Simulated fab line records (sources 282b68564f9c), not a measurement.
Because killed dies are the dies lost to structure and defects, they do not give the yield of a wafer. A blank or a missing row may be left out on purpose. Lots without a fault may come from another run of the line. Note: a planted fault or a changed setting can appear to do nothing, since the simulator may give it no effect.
Lot-split experiment -- flow rit cmos -- on a route of 202 steps: 5 lots, 23 wafers read

## THE SPLIT ITSELF
At RIT_PLDD_COAT_01 (resist thk 1000 nm), the setting resist thk nm was moved away from the recipe's 1000 nm on 11 of the 23 wafers read, by -2.4% to +4.5%. For the rest of the wafers, this setting stayed at what the recipe calls for.

## FROM THE SPLIT TO THE READING: what the file shows between them, 3 steps
- RIT_PLDD_SOFTBAKE_02: time 60 s
- RIT_PLDD_EXPOSE_03: exposes mask M8, target cd 40900 nm
- RIT_PLDD_DEVELOP_05: develop time 50 s

## THE READING
NOVOLAK_of_PLDD_COAT_01.thk nm (the simulator's own value, which no gauge read), in nm, at RIT_PLDD_HARDBAKE_07 (time 60 s). The file gives no usual value for it. Here, 12 wafers ran the recipe; their average is 884.2 nm with a standard deviation of 2.9 nm.

wafer,"tool, chamber at the split","resist thk nm as run, nm",against the recipe,"NOVOLAK_of_PLDD_COAT_01.thk nm, nm",against lot-mates on the recipe
L075.1,"litho track-03, 0",1000,recipe,886.5,-
L075.2,"litho track-03, 0",1000,recipe,886.4,-
L075.3,"litho track-03, 0",1045,+4.5%,927.2,+41.4
L075.5,"litho track-03, 0",1000,recipe,884.5,-
L075.6,"litho track-03, 0",1045,+4.5%,924.8,+39.0
L076.1,"litho track-03, 0",1024,+2.4%,905,+19.8
L076.2,"litho track-03, 0",1000,recipe,886.6,-
L076.4,"litho track-03, 0",1000,recipe,883.7,-
L076.5,"litho track-03, 0",1024,+2.4%,905.3,+20.1
L076.6,"litho track-03, 0",1024,+2.4%,906.6,+21.4
L081.1,"litho track-01, 0",1000,recipe,883.5,-
L081.2,"litho track-01, 0",976.1,-2.4%,860,-23.0
L081.3,"litho track-01, 0",1000,recipe,882.6,-
L081.4,"litho track-01, 0",976.1,-2.4%,860.9,-22.1
L081.6,"litho track-01, 0",976.1,-2.4%,861.2,-21.8
L082.2,"litho track-03, 0",1000,recipe,879.3,-
L082.4,"litho track-03, 0",1000,recipe,879.7,-
L082.5,"litho track-03, 0",1000,recipe,881.6,-
L085.2,"litho track-02, 0",1000,recipe,888.2,-
L085.3,"litho track-02, 0",1041,+4.1%,921.3,+33.2
L085.4,"litho track-02, 0",1041,+4.1%,923.7,+35.7
L085.5,"litho track-02, 0",1000,recipe,887.9,-
L085.6,"litho track-02, 0",1041,+4.1%,924,+36.0

FIT RESULTS
A straight line over all 23 wafers: NOVOLAK_of_PLDD_COAT_01.thk nm changes by +9.44 nm for each +1% of resist thk nm; r = +0.99; the points scatter about the line by 2.3 nm.
The same after taking each lot's own level away (the mean of its wafers on the recipe; 23 wafers): +8.84 nm for each +1%; r = +1.00; scatter 1.1 nm.
According to that fit, moving resist thk nm by its largest amount changes the reading by 40 nm.
The lots' own levels span 880.20 to 888.05 nm, that is 2.7 times the standard deviation above.
The two slopes agree, so the slope changes little with the lot-to-lot level.
Check: +39 nm against its lot-mates is what the line predicts for one of the wafers moved furthest among these (+4.5%) when that wafer is left out of the fit. It came out at +41.4 nm against them.

## ADDITIONAL SPLITS CARRIED BY THESE WAFERS
These wafers also went through other splits before the reading. Each is held against what the fit with the lots' levels taken away leaves over:
other split on the same wafers,wafers away from the commonest value,r with NOVOLAK_of_PLDD_COAT_01.thk nm (lot level and that fit taken away)
RIT_ACTIVE_CVD_03 sih2cl2 flow sccm,15,+0.21
RIT_ACTIVE_COAT_06 spin rpm,4,+0.41
RIT_ACTIVE_HARDBAKE_12 temp c,12,-0.25
RIT_NWELL_IMPLANT_08 dose cm2,11,+0.02
RIT_PWELL_IMPLANT_08 energy kev,8,-0.17
RIT_NRETRO_COAT_01 spin rpm,9,+0.12
RIT_NRETRO_IMPLANT_08 energy kev,11,+0.17
RIT_GATE_SOFTBAKE_12 temp c,10,-0.10

## THE WHOLE CHAIN: every reading that the file lists as answering this split, in the file's order
step,what it does,reading,change (the file's fit),r (the file's)
RIT_PLDD_COAT_01,resist thk 1000 nm,"NOVOLAK_of_PLDD_COAT_01.thk nm (the simulator's own value, which no gauge read)",+10.1 nm for each +1% of the setting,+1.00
RIT_PLDD_HARDBAKE_07,time 60 s,"NOVOLAK_of_PLDD_COAT_01.thk nm (the simulator's own value, which no gauge read)",+8.8 nm for each +1% of the setting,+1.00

## FILE'S OWN FIT
NOVOLAK_of_PLDD_COAT_01.thk nm changes by +8.8 nm for each +1% of resist thk nm, r = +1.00.
